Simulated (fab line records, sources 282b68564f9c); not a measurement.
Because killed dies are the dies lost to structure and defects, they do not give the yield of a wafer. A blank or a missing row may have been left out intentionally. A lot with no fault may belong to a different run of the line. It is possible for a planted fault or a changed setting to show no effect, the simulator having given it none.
Which tool did it? | flow rit-cmos | 14 lots, 42 wafers sampled, at 6 steps of a route of 202

## WHAT EACH GAUGE READ, for each wafer
RIT_GATE_THK_MEAS_09.
lot  | measured    | on            | GATE_POLY_THK (nm)
L260 | day 2 13:14 | film-metro-04 | 246.1 246.1 244.5
L261 | day 2 17:43 | film-metro-03 | 247.1 249.4 250.7
L262 | day 2 22:31 | film-metro-01 | 437.8 436.3 436.4
L264 | day 3 07:18 | film-metro-03 | 433.1 432.4 432.4
L265 | day 3 13:23 | film-metro-03 | 248.4 250.1 247.2
L266 | day 3 18:28 | film-metro-04 | 433.6 434.3 435.2
L275 | day 5 14:00 | film-metro-04 | 251.2 251.7 249.1
L277 | day 5 23:46 | film-metro-03 | 248.8 248.3 247.2
L278 | day 6 05:35 | film-metro-03 | 251.8 250.1 250.0
L279 | day 6 10:44 | film-metro-03 | 251.5 248.8 250.7
L280 | day 6 15:42 | film-metro-04 | 251.3 250.6 252.0
L281 | day 6 21:05 | film-metro-01 | 254.3 252.6 252.9
L282 | day 7 00:58 | film-metro-03 | 245.6 245.6 245.3
L283 | day 7 08:17 | film-metro-03 | 251.1 250.7 252.3

RIT_M1_THK_MEAS_02: measures by xrf.
lot  | measured    | on            | M1_AL_THK (nm)
L260 | day 3 06:53 | film-metro-01 | 405 406 404
L261 | day 3 11:27 | film-metro-02 | 401 400 399
L265 | day 4 07:20 | film-metro-02 | 395 396 400
L275 | day 6 07:57 | film-metro-02 | 399 399 399
L277 | day 6 18:22 | film-metro-01 | 401 402 403
L278 | day 7 01:46 | film-metro-01 | 403 398 403
L279 | day 7 05:01 | film-metro-02 | 401 398 400
L280 | day 7 09:53 | film-metro-04 | 400 403 402
L281 | day 7 14:33 | film-metro-01 | 399 393 397
L282 | day 7 18:10 | film-metro-04 | 394 395 395
L283 | day 8 01:55 | film-metro-04 | 408 410 409

## WHAT TOOL EACH LOT RAN ON (gives the tool, then ch and the chambers of the sampled wafers, and finally the start)
lot  | RIT_GATE_CVD_08            | RIT_GATE_ETCH_19                | RIT_NSD_STRIP_09                    | RIT_CONTACT_STRIP_12
L260 | lpcvd-01 ch 1, day 2 11:37 | rie-si-01 ch 1,2,3, day 2 14:27 | plasma-asher-03 ch 0,1, day 3 00:37 | plasma-asher-03 ch 0,1, day 3 05:50
L261 | lpcvd-01 ch 1, day 2 16:06 | rie-si-02 ch 0,1,2, day 2 19:03 | plasma-asher-04 ch 0,1, day 3 05:42 | plasma-asher-02 ch 0,1, day 3 10:24
L262 | lpcvd-01 ch 1, day 2 20:53 | rie-si-01 ch 0,1,2, day 3 00:01 | -                                   | -
L264 | lpcvd-01 ch 0, day 3 05:41 | rie-si-01 ch 1,2,3, day 3 08:41 | -                                   | -
L265 | lpcvd-02 ch 0, day 3 11:45 | rie-si-02 ch 0,1,3, day 3 14:35 | plasma-asher-04 ch 1, day 4 01:28   | plasma-asher-01 ch 0, day 4 06:16
L266 | lpcvd-01 ch 1, day 3 16:50 | rie-si-01 ch 0,1,2, day 3 19:48 | -                                   | -
L275 | lpcvd-02 ch 0, day 5 12:23 | rie-si-02 ch 0,2,3, day 5 15:28 | plasma-asher-01 ch 0,1, day 6 01:55 | plasma-asher-02 ch 0,1, day 6 06:43
L277 | lpcvd-02 ch 0, day 5 22:10 | rie-si-02 ch 0,1,2, day 6 01:19 | plasma-asher-03 ch 0,1, day 6 12:26 | plasma-asher-03 ch 1, day 6 17:19
L278 | lpcvd-02 ch 1, day 6 03:58 | rie-si-01 ch 0,2,3, day 6 07:04 | plasma-asher-03 ch 0,1, day 6 19:53 | plasma-asher-02 ch 0,1, day 7 00:42
L279 | lpcvd-01 ch 1, day 6 09:07 | rie-si-02 ch 0,2,3, day 6 12:05 | plasma-asher-04 ch 0,1, day 6 22:53 | plasma-asher-02 ch 0,1, day 7 03:56
L280 | lpcvd-02 ch 0, day 6 14:04 | rie-si-01 ch 2,3, day 6 17:20   | plasma-asher-04 ch 0,1, day 7 03:55 | plasma-asher-03 ch 0, day 7 08:49
L281 | lpcvd-01 ch 0, day 6 18:39 | rie-si-02 ch 1,2,3, day 6 22:18 | plasma-asher-01 ch 0,1, day 7 08:49 | plasma-asher-03 ch 0,1, day 7 13:29
L282 | lpcvd-02 ch 1, day 6 23:20 | rie-si-01 ch 0,1, day 7 02:10   | plasma-asher-03 ch 0,1, day 7 12:27 | plasma-asher-03 ch 0,1, day 7 17:07
L283 | lpcvd-02 ch 0, day 7 06:39 | rie-si-02 ch 0,3, day 7 09:39   | plasma-asher-04 ch 0,1, day 7 20:04 | plasma-asher-03 ch 1, day 8 00:50
- RIT_GATE_CVD_08: deposits poly-Si from SiH4, target thk 250 nm, time 2220 s.
- RIT_GATE_ETCH_19: etches poly-Si in SF6/CHF3/O2, stops on SiO2, time 165 s, target depth 312.5 nm.
- RIT_NSD_STRIP_09: strips in O2, time 180 s.
- RIT_CONTACT_STRIP_12: strips in O2, time 180 s.

## WHAT THE TOOLS THEMSELVES READ (means of the sampled wafers that have a number; where no wafer has one, the mark that the record gives instead)
RIT_GATE_CVD_08.
lot  | tool     | pressure-mtorr (mTorr) | spike-tc-source-C (C)
L260 | lpcvd-01 | 299.9                  | 630.3
L261 | lpcvd-01 | 300.1                  | 631.5
L262 | lpcvd-01 | 300.5                  | 631.2
L264 | lpcvd-01 | 299.9                  | 628.6
L265 | lpcvd-02 | 299.4                  | 629.2
L266 | lpcvd-01 | 299.6                  | 630.6
L275 | lpcvd-02 | 299.8                  | 628.3
L277 | lpcvd-02 | 300.4                  | 626.9
L278 | lpcvd-02 | 299.8                  | 626.4
L279 | lpcvd-01 | 299.8                  | 631.1
L280 | lpcvd-02 | 299.8                  | 627.2
L281 | lpcvd-01 | 300.4                  | 628.8
L282 | lpcvd-02 | 299.4                  | 627.1
L283 | lpcvd-02 | 300.0                  | 627.9

RIT_GATE_ETCH_19.
lot  | tool      | drypump-motor-current-A (A) | oes-product-au (a.u.) | throttle-valve-pct (%)
L260 | rie-si-01 | 5.5                         | 0.843                 | 10.27
L261 | rie-si-02 | 5.8                         | 0.863                 | 10.05
L262 | rie-si-01 | 5.9                         | 1.012                 | 10.32
L264 | rie-si-01 | 5.5                         | 1.017                 | 10.26
L265 | rie-si-02 | 5.7                         | 0.846                 | 10.16
L266 | rie-si-01 | 6.0                         | 1.016                 | 10.32
L275 | rie-si-02 | 5.8                         | 0.844                 | 10.18
L277 | rie-si-02 | 5.8                         | 0.852                 | 10.04
L278 | rie-si-01 | 5.6                         | 0.848                 | 10.20
L279 | rie-si-02 | 5.8                         | 0.839                 | 10.18
L280 | rie-si-01 | 5.2                         | 0.853                 | 10.21
L281 | rie-si-02 | 6.1                         | 0.853                 | 10.08
L282 | rie-si-01 | 6.3                         | 0.849                 | 10.32
L283 | rie-si-02 | 5.8                         | 0.836                 | 10.28

RIT_NSD_STRIP_09.
lot  | tool            | drypump-motor-current-A (A)
L260 | plasma-asher-03 | 5.5
L261 | plasma-asher-04 | 5.9
L265 | plasma-asher-04 | 5.7
L275 | plasma-asher-01 | 5.6
L277 | plasma-asher-03 | 5.1
L278 | plasma-asher-03 | 5.1
L279 | plasma-asher-04 | 5.8
L280 | plasma-asher-04 | 5.9
L281 | plasma-asher-01 | 5.6
L282 | plasma-asher-03 | 5.5
L283 | plasma-asher-04 | 5.8

RIT_CONTACT_STRIP_12.
lot  | tool            | drypump-motor-current-A (A)
L260 | plasma-asher-03 | 5.1
L261 | plasma-asher-02 | 5.7
L265 | plasma-asher-01 | 5.4
L275 | plasma-asher-02 | 5.7
L277 | plasma-asher-03 | 4.8
L278 | plasma-asher-02 | 5.7
L279 | plasma-asher-02 | 5.7
L280 | plasma-asher-03 | 5.8
L281 | plasma-asher-03 | 5.1
L282 | plasma-asher-03 | 5.1
L283 | plasma-asher-03 | 4.8

## THE ANSWER, worked out from the rows above alone
Rule: the usual values come from the lots themselves. Put in order of their means at a reading, lots are off if they are a third of the lots or fewer, leave a main group of 4 or more, and stand apart from it by a gap of 3 or more times the standard deviation of the main group's means; of several such gaps the widest counts. Not used: any main group whose means are identical at the precision the tables above print for the reading. Also off: a lot with no number at a reading for which 4 or more lots have one. Any other lot the step has rows for is counted as sound. After the gauges, taken in route order, come the tools' own readings; for these a lot's mean is taken, as printed above. At the first step where some lot is off, the reading lying furthest off is the one used; lots without a number count as furthest.
Off: L262, L264, L266, at RIT_GATE_THK_MEAS_09 (GATE_POLY_THK). The main group: mean 249.5 nm, standard deviation 2.3.
A tool fits if, at a process step before that reading, it ran every lot that is off, and no sound lot after the first of them. Not tried: the gauges at RIT_GATE_THK_MEAS_09; whatever is off there is also off at RIT_GATE_ETCH_19, on other tools, and gauge error can't account for it. None of those tried fits.

## WHAT THE SIMULATOR HAD PUT IN
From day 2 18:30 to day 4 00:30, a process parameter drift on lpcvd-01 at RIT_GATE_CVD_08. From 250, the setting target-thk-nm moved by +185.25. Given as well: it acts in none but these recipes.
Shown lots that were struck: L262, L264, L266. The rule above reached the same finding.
